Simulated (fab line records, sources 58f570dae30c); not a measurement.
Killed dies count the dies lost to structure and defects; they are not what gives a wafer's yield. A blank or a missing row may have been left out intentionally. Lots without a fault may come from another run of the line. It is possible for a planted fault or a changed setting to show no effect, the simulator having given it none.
Which of the tools did it? :: flow berkeley cmos170 :: Sampling: 14 lots, 42 wafers, 2 of 331 route steps

== WHAT EACH GAUGE READ, for each wafer ==
The record holds no reading of a measuring or inspecting step that can be judged against a usual standard deviation.

== WHAT TOOL EACH LOT RAN ON (gives the tool, then ch and the chambers of the sampled wafers, and finally the start) ==
lot: L913
UCB170_V2_ETCH_14: rie diel-02 ch 0,1,2, day 7 15:13
UCB170_V2_STRIP_15: plasma asher-03 ch 0,1, day 7 15:23

lot: L914
UCB170_V2_ETCH_14: rie diel-04 ch 1,2,3, day 7 15:28
UCB170_V2_STRIP_15: plasma asher-03 ch 0,1, day 7 15:38

lot: L918
UCB170_V2_ETCH_14: rie diel-02 ch 1,2, day 8 07:47
UCB170_V2_STRIP_15: plasma asher-01 ch 0,1, day 8 07:58

lot: L917
UCB170_V2_ETCH_14: rie diel-04 ch 0,1,3, day 8 08:04
UCB170_V2_STRIP_15: plasma asher-03 ch 0,1, day 8 08:17

lot: L919
UCB170_V2_ETCH_14: rie diel-04 ch 0,1,3, day 9 08:35
UCB170_V2_STRIP_15: plasma asher-03 ch 0,1, day 9 08:46

lot: L920
UCB170_V2_ETCH_14: rie diel-04 ch 1,2,3, day 9 10:17
UCB170_V2_STRIP_15: plasma asher-02 ch 0,1, day 9 10:28

lot: L923
UCB170_V2_ETCH_14: rie diel-04 ch 1,2, day 9 14:16
UCB170_V2_STRIP_15: plasma asher-02 ch 0,1, day 9 14:29

lot: L922
UCB170_V2_ETCH_14: rie diel-02 ch 1,2, day 9 14:53
UCB170_V2_STRIP_15: plasma asher-03 ch 0,1, day 9 15:06

lot: L924
UCB170_V2_ETCH_14: rie diel-02 ch 1,2,3, day 9 22:10
UCB170_V2_STRIP_15: plasma asher-02 ch 0,1, day 9 22:21

lot: L926
UCB170_V2_ETCH_14: rie diel-02 ch 0,1,3, day 10 14:57
UCB170_V2_STRIP_15: plasma asher-01 ch 0,1, day 10 15:08

lot: L927
UCB170_V2_ETCH_14: rie diel-04 ch 0,1,3, day 10 15:10
UCB170_V2_STRIP_15: plasma asher-02 ch 0,1, day 10 15:20

lot: L931
UCB170_V2_ETCH_14: rie diel-02 ch 2,3, day 11 17:33
UCB170_V2_STRIP_15: plasma asher-02 ch 0,1, day 11 17:46

lot: L934
UCB170_V2_ETCH_14: rie diel-01 ch 0,2,3, day 12 12:43
UCB170_V2_STRIP_15: plasma asher-03 ch 0,1, day 12 12:54

lot: L935
UCB170_V2_ETCH_14: rie diel-04 ch 0,1, day 12 21:52
UCB170_V2_STRIP_15: plasma asher-02 ch 0,1, day 12 22:03
- UCB170_V2_ETCH_14: etches SiO2 in CHF3/CF4/Ar, stops on Al, target depth 1250 nm, time 291 s.
- UCB170_V2_STRIP_15: strips in O2.

== AS READ BY THE TOOLS THEMSELVES (means over the sampled wafers that have a number; for cases with no such wafer, the mark the record gives instead) ==
UCB170_V2_ETCH_14. Usual: chamber pressure mTorr 200.00 mTorr, standard deviation 0.17; drypump motor current A 5.9 A, standard deviation 0.43; oes product au 0.872 a.u., standard deviation 0.0079; run length s 319.2 s, standard deviation 0.52; throttle valve pct 7.00 %, standard deviation 0.12.
lot: L913
tool: rie diel-02
chamber pressure mTorr (mTorr): 200.11
drypump motor current A (A): 6.1
oes product au (a.u.): 0.873
run length s (s): 319.0
throttle valve pct (%): 6.92
flag: 

lot: L914
tool: rie diel-04
chamber pressure mTorr (mTorr): 199.98
drypump motor current A (A): 6.0
oes product au (a.u.): 0.869
run length s (s): 319.1
throttle valve pct (%): 7.12
flag: 

lot: L918
tool: rie diel-02
chamber pressure mTorr (mTorr): 200.02
drypump motor current A (A): 6.2
oes product au (a.u.): 0.876
run length s (s): 319.1
throttle valve pct (%): 6.94
flag: 

lot: L917
tool: rie diel-04
chamber pressure mTorr (mTorr): 199.97
drypump motor current A (A): 6.0
oes product au (a.u.): 0.871
run length s (s): 319.5
throttle valve pct (%): 7.10
flag: 

lot: L919
tool: rie diel-04
chamber pressure mTorr (mTorr): 199.98
drypump motor current A (A): 5.9
oes product au (a.u.): 0.872
run length s (s): 319.3
throttle valve pct (%): 7.11
flag: 

lot: L920
tool: rie diel-04
chamber pressure mTorr (mTorr): 199.88
drypump motor current A (A): 6.0
oes product au (a.u.): 0.875
run length s (s): 319.0
throttle valve pct (%): 7.12
flag: 

lot: L923
tool: rie diel-04
chamber pressure mTorr (mTorr): 199.82
drypump motor current A (A): 5.9
oes product au (a.u.): 0.867
run length s (s): 318.8
throttle valve pct (%): 7.14
flag: 

lot: L922
tool: rie diel-02
chamber pressure mTorr (mTorr): 199.94
drypump motor current A (A): 5.7
oes product au (a.u.): 0.879
run length s (s): 318.7
throttle valve pct (%): 6.96
flag: 

lot: L924
tool: rie diel-02
chamber pressure mTorr (mTorr): 199.90
drypump motor current A (A): 6.0
oes product au (a.u.): 0.879
run length s (s): 318.8
throttle valve pct (%): 6.91
flag: 

lot: L926
tool: rie diel-02
chamber pressure mTorr (mTorr): 200.21
drypump motor current A (A): 5.8
oes product au (a.u.): 1.000
run length s (s): 261.1
throttle valve pct (%): 6.88
flag: OFF

lot: L927
tool: rie diel-04
chamber pressure mTorr (mTorr): 199.94
drypump motor current A (A): 6.0
oes product au (a.u.): 0.873
run length s (s): 319.2
throttle valve pct (%): 7.10
flag: 

lot: L931
tool: rie diel-02
chamber pressure mTorr (mTorr): 200.04
drypump motor current A (A): 6.5
oes product au (a.u.): 1.014
run length s (s): 261.7
throttle valve pct (%): 6.89
flag: OFF

lot: L934
tool: rie diel-01
chamber pressure mTorr (mTorr): 200.06
drypump motor current A (A): 5.6
oes product au (a.u.): 0.871
run length s (s): 319.9
throttle valve pct (%): 6.94
flag: 

lot: L935
tool: rie diel-04
chamber pressure mTorr (mTorr): 200.13
drypump motor current A (A): 5.8
oes product au (a.u.): 0.866
run length s (s): 319.3
throttle valve pct (%): 7.08
flag: 

UCB170_V2_STRIP_15. Usual: chamber pressure mTorr 3500 mTorr, standard deviation 3.4; drypump motor current A 5.6 A, standard deviation 0.5; oes product au 0.722 a.u., standard deviation 0.0044; strip time to endpoint s 15.33 s, standard deviation 0.1.
lot: L913
tool: plasma asher-03
chamber pressure mTorr (mTorr): 3499
drypump motor current A (A): 5.2
oes product au (a.u.): 0.719
strip time to endpoint s (s): 15.33
flag: 

lot: L914
tool: plasma asher-03
chamber pressure mTorr (mTorr): 3501
drypump motor current A (A): 5.3
oes product au (a.u.): 0.722
strip time to endpoint s (s): 15.30
flag: 

lot: L918
tool: plasma asher-01
chamber pressure mTorr (mTorr): 3500
drypump motor current A (A): 6.2
oes product au (a.u.): 0.722
strip time to endpoint s (s): 15.24
flag: 

lot: L917
tool: plasma asher-03
chamber pressure mTorr (mTorr): 3499
drypump motor current A (A): 5.3
oes product au (a.u.): 0.718
strip time to endpoint s (s): 15.46
flag: 

lot: L919
tool: plasma asher-03
chamber pressure mTorr (mTorr): 3499
drypump motor current A (A): 5.2
oes product au (a.u.): 0.721
strip time to endpoint s (s): 15.17
flag: 

lot: L920
tool: plasma asher-02
chamber pressure mTorr (mTorr): 3498
drypump motor current A (A): 5.4
oes product au (a.u.): 0.721
strip time to endpoint s (s): 15.36
flag: 

lot: L923
tool: plasma asher-02
chamber pressure mTorr (mTorr): 3501
drypump motor current A (A): 5.4
oes product au (a.u.): 0.719
strip time to endpoint s (s): 15.30
flag: 

lot: L922
tool: plasma asher-03
chamber pressure mTorr (mTorr): 3503
drypump motor current A (A): 5.2
oes product au (a.u.): 0.721
strip time to endpoint s (s): 15.37
flag: 

lot: L924
tool: plasma asher-02
chamber pressure mTorr (mTorr): 3502
drypump motor current A (A): 5.2
oes product au (a.u.): 0.723
strip time to endpoint s (s): 15.51
flag: 

lot: L926
tool: plasma asher-01
chamber pressure mTorr (mTorr): 3502
drypump motor current A (A): 6.3
oes product au (a.u.): 0.722
strip time to endpoint s (s): 16.57
flag: OFF

lot: L927
tool: plasma asher-02
chamber pressure mTorr (mTorr): 3499
drypump motor current A (A): 5.4
oes product au (a.u.): 0.726
strip time to endpoint s (s): 15.35
flag: 

lot: L931
tool: plasma asher-02
chamber pressure mTorr (mTorr): 3502
drypump motor current A (A): 5.4
oes product au (a.u.): 0.727
strip time to endpoint s (s): 16.43
flag: OFF

lot: L934
tool: plasma asher-03
chamber pressure mTorr (mTorr): 3501
drypump motor current A (A): 5.2
oes product au (a.u.): 0.722
strip time to endpoint s (s): 15.28
flag: 

lot: L935
tool: plasma asher-02
chamber pressure mTorr (mTorr): 3500
drypump motor current A (A): 5.2
oes product au (a.u.): 0.725
strip time to endpoint s (s): 15.35
flag: 

== THE ANSWER, worked out from the rows above alone ==
Rule: take the mean of a lot's wafers that have a number; if it is more than 3 standard deviations from the usual mean, the lot is off. Also off: a lot with no number at a reading for which 4 or more lots have one. Where the step has rows for the other lots, those lots are counted as sound. First the gauges in route order, then the tools' own readings, where a lot's mean is used as printed above. The first step at which some lot is off is used, and at that step the reading that is off furthest; a lot without a number counts as furthest.
Off: L926, L931, at UCB170_V2_ETCH_14 (run length s).
If a tool, at that step or one of the process steps before it, ran each lot that is off and ran no sound lot following the first of them, it fits. One fits: UCB170_V2_ETCH_14 on rie diel-02. A fault onset in the window from L924 (day 9 22:10, its last sound lot) to L926 (day 10 14:57, its first lot off) fits.
The tool's own readings at UCB170_V2_ETCH_14 bear it out: on the lots that are off they differ by more than 5 times the standard deviation of the sound lots' means. oes product au reads 1.007 a.u. there against 0.873 a.u. on the sound lots; run length s reads 261.4 s there against 319.1 s on the sound lots.

== WHAT WAS PUT IN BY THE SIMULATOR ==
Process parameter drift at UCB170_V2_ETCH_14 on rie diel-02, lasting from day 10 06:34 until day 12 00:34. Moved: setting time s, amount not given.
Shown lots that were struck: L926, L931. The rule given above showed the same thing.
